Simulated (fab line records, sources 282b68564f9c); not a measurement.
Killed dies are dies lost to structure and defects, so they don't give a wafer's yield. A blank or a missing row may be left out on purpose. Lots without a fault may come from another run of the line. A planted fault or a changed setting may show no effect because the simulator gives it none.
A struck lot beside a sound one | flow rit_cmos | 15 steps out of a route of 202
Sound: wafers L329.2, L329.4, L329.6. Struck: wafers L325.1, L325.3, L325.6. The cause comes at the end.
At each step with rows: each side's tool, then ch and its chambers, then its first start. Under that, the readings that differ: sound wafers | struck wafers | difference of the means | sigmas: that difference in standard deviations of wafers without a fault.
alike: readings whose means differ by less than 2 such deviations, and words and numbers that are the same on both sides. not compared: withheld readings, readings that some wafer has no value for, bounds like >300 that may hide the same value, and numbers for which the record gives no deviation and whose values overlap.
The two part at a step that has a row with sigmas, a row that says differs or no value, or rows on one side only. Numbers that don't overlap but have no deviation are shown without sigmas and don't part them. A reading that every wafer of one side lacks parts them only if that side has two wafers or more.

RIT_SILICIDE_RTA_06: time 10 s, ramp up 5 s, ramp down 10 s.
  sound on rtp_anneal-02 ch 0, day 6 09:39; struck on rtp_anneal-02 ch 0, day 5 16:08
  alike: anneal_temp_c_max, wafer_temp_C_max
RIT_CONTACT_CVD_00: deposits SiO2 from TEOS, target thk 400 nm, time 61 s.
  sound on pecvd-02 ch 0,1, day 6 09:43; struck on pecvd-03 ch 1,2, day 5 16:11
  alike: heater_power_w
RIT_CONTACT_THK_MEAS_01:
  sound on film_metro-02, day 6 09:46; struck on film_metro-03, day 5 16:14
  alike: CONTACT_TEOS_THK
then, 6 steps without rows for these wafers: RIT_CONTACT_HMDS_02 (prime time 60 s); RIT_CONTACT_COAT_03 (resist thk 1000 nm); RIT_CONTACT_SOFTBAKE_04 (time 60 s); RIT_CONTACT_EXPOSE_05 (exposes mask M11, target cd 1000 nm); RIT_CONTACT_PEB_06; RIT_CONTACT_DEVELOP_07 (develop time 120 s).
RIT_CONTACT_CD_MEAS_08: target cd 1000 nm.
  sound on cd_sem-02, day 6 10:56; struck on cd_sem-01, day 5 17:16
  alike: cd_nm
RIT_CONTACT_OVL_MEAS_09:
  sound on overlay-01, day 6 11:02; struck on overlay-02, day 5 17:23
  alike: CONTACT_OVL
then, 1 step without rows for these wafers: RIT_CONTACT_HARDBAKE_10 (time 60 s).
RIT_CONTACT_ETCH_11: etches SiO2 in CHF3/CF4/Ar, stops on TiSi2, target depth 480 nm, time 320 s.
  sound on rie_diel-01 ch 0,1, day 6 11:13; struck on rie_diel-04 ch 0,2, day 5 17:35
  reading                                      | sound             | struck            | difference | sigmas
  oes_product_au (a.u.)                        | 1.013 1.002 1.012 | 0.970 0.964 0.970 | -0.041     | -2
  run_length_s (s)                             | 348.8 348.0 348.9 | 476.2 476.0 475.8 | +127.4     | +99 or more
  model.NOVOLAK_of_CONTACT_COAT_03.thk_nm (nm) | 769.6 770.5 769.5 | 727.7 724.7 727.2 | -43.3      |
  alike: drypump_motor_current_A, throttle_valve_pct
  not compared: rf_hours_counter_h
RIT_CONTACT_STRIP_12: strips in O2, time 180 s.
  sound on plasma_asher-02 ch 0,1, day 6 11:25; struck on plasma_asher-01 ch 0,1, day 5 17:46
  alike: drypump_motor_current_A, o2_flow_sccm, rf_refl_power_W
  not compared: rf_hours_counter_h
RIT_M1_PROBE_99:
  sound on prober-01, day 6 16:07; struck on prober-01, day 5 23:31
  reading                                                 | sound                | struck               | difference | sigmas
  model.etest.nmos_0p15.junction_log10_a_um               | -13.54 -13.38 -13.61 | -11.36 -11.31 -11.44 | +2.14      |
  model.etest.nmos_narrow.off_log10_a_um                  | -13.28 -13.33 -12.97 | -11.36 -11.31 -11.44 | +1.82      |
  model.etest.gate_end_array.leak_log10_a_um              | -12.91 -12.75 -12.84 | -11.21 -11.03 -11.25 | +1.67      |
  model.etest.nmos_0p3.off_log10_a_um                     | -12.99 -12.86 -13    | -11.36 -11.31 -11.43 | +1.58      |
  model.etest.contact_diode_array.leak_log10_a (angstrom) | -9.381 -9.699 -9.265 | -8.019 -7.947 -8.06  | +1.440     |
  model.etest.pmos_0p15.junction_log10_a_um               | -13.65 -13.71 -13.88 | -12.36 -12.3 -12.42  | +1.39      |
  model.etest.antenna_contact.gate_log10_a_cm2            | -6.56 -6.647 -6.518  | -5.158 -5.283 -5.143 | +1.380     |
  model.etest.select_edge_diode_n.leak_log10_a (angstrom) | -9.909 -9.879 -9.594 | -9.175 -9.2 -9.289   | +0.573     |
  alike: killed_at_front_end, killed_dies, killed_open, killed_short

WHERE THEY PART
Only at RIT_CONTACT_ETCH_11, within this record. Later steps at which nothing parts them and some readings are alike: RIT_CONTACT_STRIP_12, RIT_M1_PROBE_99.

WHY: what the simulator had put in
Process parameter drift: rie_diel-04, from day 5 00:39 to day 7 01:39, at RIT_CONTACT_ETCH_11. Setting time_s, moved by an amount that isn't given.
